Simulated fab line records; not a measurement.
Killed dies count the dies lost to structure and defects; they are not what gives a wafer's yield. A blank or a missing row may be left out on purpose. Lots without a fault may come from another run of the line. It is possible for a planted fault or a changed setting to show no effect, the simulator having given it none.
Which of the tools did it? + flow berkeley-cmos170 + Sampling: 13 lots, 39 wafers, 5 of 331 route steps

## WHAT EACH GAUGE READ, for each wafer
UCB170_START_THK_MEAS_03. Usual: START_OXIDE_THK typically reads 20.0 nm, with standard deviation 0.33.
| lot  | measured    | on            | START_OXIDE_THK (nm) | flag |
|------|-------------|---------------|----------------------|------|
| L515 | day 1 15:07 | film-metro-04 | 19.6 19.6 19.9       |      |
| L516 | day 1 19:21 | film-metro-02 | 20.1 20.3 20.1       |      |
| L517 | day 2 01:11 | film-metro-02 | 20.3 20.2 20.2       |      |
| L520 | day 2 17:01 | film-metro-02 | 19.6 19.9 19.9       |      |
| L521 | day 2 19:46 | film-metro-01 | 19.5 19.5 19.6       |      |
| L522 | day 3 01:26 | film-metro-04 | 19.7 19.9 19.8       |      |
| L523 | day 3 07:19 | film-metro-04 | 19.8 19.8 19.7       |      |
| L524 | day 3 11:32 | film-metro-04 | 21.0 20.6 20.6       |      |
| L526 | day 3 22:39 | film-metro-01 | 20.2 20.4 20.3       |      |
| L528 | day 4 09:22 | film-metro-02 | 20.3 20.0 20.0       |      |
| L535 | day 5 19:34 | film-metro-02 | 20.3 20.1 20.3       |      |
| L536 | day 6 00:06 | film-metro-04 | 19.9 19.9 19.8       |      |
| L538 | day 6 11:10 | film-metro-02 | 19.9 19.9 20.1       |      |

UCB170_ACTIVE_CD_MEAS_13 targets a cd of 1200 nm. Usual: cd-nm at 1199.8 nm, with a standard deviation of 1.4.
| lot  | measured     | on        | cd-nm (nm)           | flag |
|------|--------------|-----------|----------------------|------|
| L515 | day 4 06:44  | cd-sem-02 | 1200.5 1199.3 1199.1 |      |
| L516 | day 4 19:48  | cd-sem-01 | 1200.9 1198.8 1200.4 |      |
| L517 | day 5 12:58  | cd-sem-01 | 1200.1 1199.8 1198.6 |      |
| L520 | day 6 00:29  | cd-sem-02 | 1200.7 1201.2 1200.0 |      |
| L521 | day 6 00:14  | cd-sem-02 | 1201.9 1200.9 1200.4 |      |
| L522 | day 6 00:04  | cd-sem-01 | 1201.2 1201.0 1199.9 |      |
| L523 | day 6 18:08  | cd-sem-01 | 1199.6 1198.3 1200.9 |      |
| L524 | day 6 18:38  | cd-sem-01 | 1197.8 1197.2 1195.7 |      |
| L526 | day 7 15:44  | cd-sem-01 | 1200.1 1186.9 1192.9 | OFF  |
| L528 | day 7 15:22  | cd-sem-01 | 1202.7 1203.2 1201.9 |      |
| L535 | day 8 23:30  | cd-sem-01 | 1198.1 1200.5 1199.0 |      |
| L536 | day 9 11:56  | cd-sem-01 | 1200.4 1200.9 1200.8 |      |
| L538 | day 10 03:53 | cd-sem-01 | 1197.8 1198.3 1197.7 |      |

UCB170_PVT_OVL_MEAS_06. Usual: PVT_OVL typically reads 6 nm, with standard deviation 6.9.
| lot  | measured     | on         | PVT_OVL (nm) | flag |
|------|--------------|------------|--------------|------|
| L515 | day 5 23:48  | overlay-01 | 5 1 7        |      |
| L516 | day 6 09:16  | overlay-01 | 3 13 11      |      |
| L517 | day 7 10:52  | overlay-02 | 3 7 0        |      |
| L520 | day 8 06:24  | overlay-02 | 7 6 8        |      |
| L521 | day 8 06:04  | overlay-01 | -3 -4 4      |      |
| L522 | day 8 06:34  | overlay-01 | 4 -1 3       |      |
| L523 | day 8 17:30  | overlay-02 | -10 5 2      |      |
| L524 | day 8 17:14  | overlay-01 | 18 11 18     |      |
| L526 | day 9 09:43  | overlay-01 | -1 2 1       |      |
| L528 | day 9 09:26  | overlay-02 | 10 2 2       |      |
| L535 | day 10 17:16 | overlay-02 | -6 -3 -6     |      |
| L536 | day 11 06:47 | overlay-02 | 12 16 11     |      |
| L538 | day 12 03:57 | overlay-01 | 16 16 18     |      |

## EACH LOT AND THE TOOL THAT RAN IT (in order: tool; ch and the chambers of the sampled wafers; start)
| lot  | UCB170_ZERO_ETCH_06               | UCB170_ACTIVE_EXPOSE_10           |
|------|-----------------------------------|-----------------------------------|
| L515 | rie-diel-01 ch 0,1,3, day 1 18:35 | krf-scanner-02 ch 0, day 4 05:56  |
| L516 | rie-diel-01 ch 0,1, day 2 00:48   | krf-scanner-02 ch 0, day 4 19:25  |
| L517 | rie-diel-04 ch 0,1, day 2 08:47   | krf-scanner-02 ch 0, day 5 12:14  |
| L520 | rie-diel-02 ch 1,3, day 2 23:03   | krf-scanner-02 ch 0, day 6 00:06  |
| L521 | rie-diel-01 ch 1,3, day 3 01:02   | krf-scanner-02 ch 0, day 5 23:50  |
| L522 | rie-diel-02 ch 0,1, day 3 08:24   | krf-scanner-02 ch 0, day 5 23:40  |
| L523 | rie-diel-04 ch 0,1, day 3 12:31   | krf-scanner-01 ch 0, day 6 17:45  |
| L524 | rie-diel-02 ch 0,1,3, day 3 18:21 | krf-scanner-02 ch 0, day 6 17:57  |
| L526 | rie-diel-04 ch 1,2,3, day 4 06:08 | krf-scanner-02 ch 0, day 7 15:04  |
| L528 | rie-diel-04 ch 0,1,3, day 4 17:19 | krf-scanner-01 ch 0, day 7 14:49  |
| L535 | rie-diel-01 ch 0,3, day 6 01:45   | krf-scanner-01 ch 0, day 8 23:07  |
| L536 | rie-diel-04 ch 1,2,3, day 6 06:31 | krf-scanner-01 ch 0, day 9 11:29  |
| L538 | rie-diel-04 ch 0,2, day 6 21:11   | krf-scanner-02 ch 0, day 10 03:17 |
- UCB170_ZERO_ETCH_06: etches SiO2 in CHF3/CF4/Ar, time 12 s.
- UCB170_ACTIVE_EXPOSE_10: exposes mask ACTIVE, target cd 1200 nm.

## AS READ BY THE TOOLS THEMSELVES (means over the sampled wafers that have a number; for cases with no such wafer, the mark the record gives instead)
UCB170_ZERO_ETCH_06. Usual: CHF3_flow_sccm 50.01 sccm, standard deviation 0.14; drypump-motor-current-A 5.9 A, standard deviation 0.49; oes-product-au 0.618 a.u., standard deviation 0.0095; throttle-valve-pct 9.19 %, standard deviation 0.14.
| lot  | tool        | CHF3_flow_sccm (sccm) | drypump-motor-current-A (A) | oes-product-au (a.u.) | throttle-valve-pct (%) | flag |
|------|-------------|-----------------------|-----------------------------|-----------------------|------------------------|------|
| L515 | rie-diel-01 | 50.05                 | 6.2                         | 0.609                 | 9.27                   |      |
| L516 | rie-diel-01 | 50.00                 | 6.5                         | 0.606                 | 9.33                   |      |
| L517 | rie-diel-04 | 50.03                 | 5.3                         | 0.623                 | 9.10                   |      |
| L520 | rie-diel-02 | 50.07                 | 6.2                         | 0.626                 | 9.14                   |      |
| L521 | rie-diel-01 | 49.97                 | 5.9                         | 0.612                 | 9.20                   |      |
| L522 | rie-diel-02 | 50.09                 | 5.8                         | 0.621                 | 9.14                   |      |
| L523 | rie-diel-04 | 49.94                 | 5.7                         | 0.618                 | 9.05                   |      |
| L524 | rie-diel-02 | 49.96                 | 5.9                         | 0.622                 | 9.12                   |      |
| L526 | rie-diel-04 | 49.94                 | 5.8                         | 0.624                 | 9.23                   |      |
| L528 | rie-diel-04 | 49.97                 | 5.9                         | 0.611                 | 9.18                   |      |
| L535 | rie-diel-01 | 49.98                 | 6.5                         | 0.612                 | 9.23                   |      |
| L536 | rie-diel-04 | 49.98                 | 5.8                         | 0.624                 | 9.23                   |      |
| L538 | rie-diel-04 | 50.09                 | 5.9                         | 0.616                 | 9.04                   |      |

UCB170_ACTIVE_EXPOSE_10. Usual: exposure-dose-mJ-cm2 at 20.000, with a standard deviation of 0.022.
| lot  | tool           | exposure-dose-mJ-cm2 | flag |
|------|----------------|----------------------|------|
| L515 | krf-scanner-02 | 20.004               |      |
| L516 | krf-scanner-02 | 20.002               |      |
| L517 | krf-scanner-02 | 20.025               |      |
| L520 | krf-scanner-02 | 19.997               |      |
| L521 | krf-scanner-02 | 20.006               |      |
| L522 | krf-scanner-02 | 19.964               |      |
| L523 | krf-scanner-01 | 19.982               |      |
| L524 | krf-scanner-02 | 19.966               |      |
| L526 | krf-scanner-02 | 19.601               | OFF  |
| L528 | krf-scanner-01 | 19.980               |      |
| L535 | krf-scanner-01 | 20.002               |      |
| L536 | krf-scanner-01 | 20.007               |      |
| L538 | krf-scanner-02 | 20.011               |      |

## THE ANSWER, worked out from the rows above alone
Rule: take the mean of a lot's wafers that have a number; if it is more than 3 standard deviations from the usual mean, the lot is off. A lot without any number at a reading at which 4 lots or more have one is off too. The other lots that the step has rows for count as sound. Order of review: gauges by route order, followed by the tools' own readings, for which a lot's mean as printed above is used. The first step at which some lot is off is used, and at that step the reading that is off furthest; a lot without a number counts as furthest.
Off: L526, at UCB170_ACTIVE_CD_MEAS_13 (cd-nm).
If a tool, at a process step before that reading, ran all the lots that are off and no sound lot after the first of them, it fits. Not tried: the gauges at UCB170_ACTIVE_CD_MEAS_13; whatever is off there is also off at UCB170_ACTIVE_EXPOSE_10, on other tools, and gauge error can't account for it. None of those tried fits.

## WHAT HAD BEEN PUT IN BY THE SIMULATOR
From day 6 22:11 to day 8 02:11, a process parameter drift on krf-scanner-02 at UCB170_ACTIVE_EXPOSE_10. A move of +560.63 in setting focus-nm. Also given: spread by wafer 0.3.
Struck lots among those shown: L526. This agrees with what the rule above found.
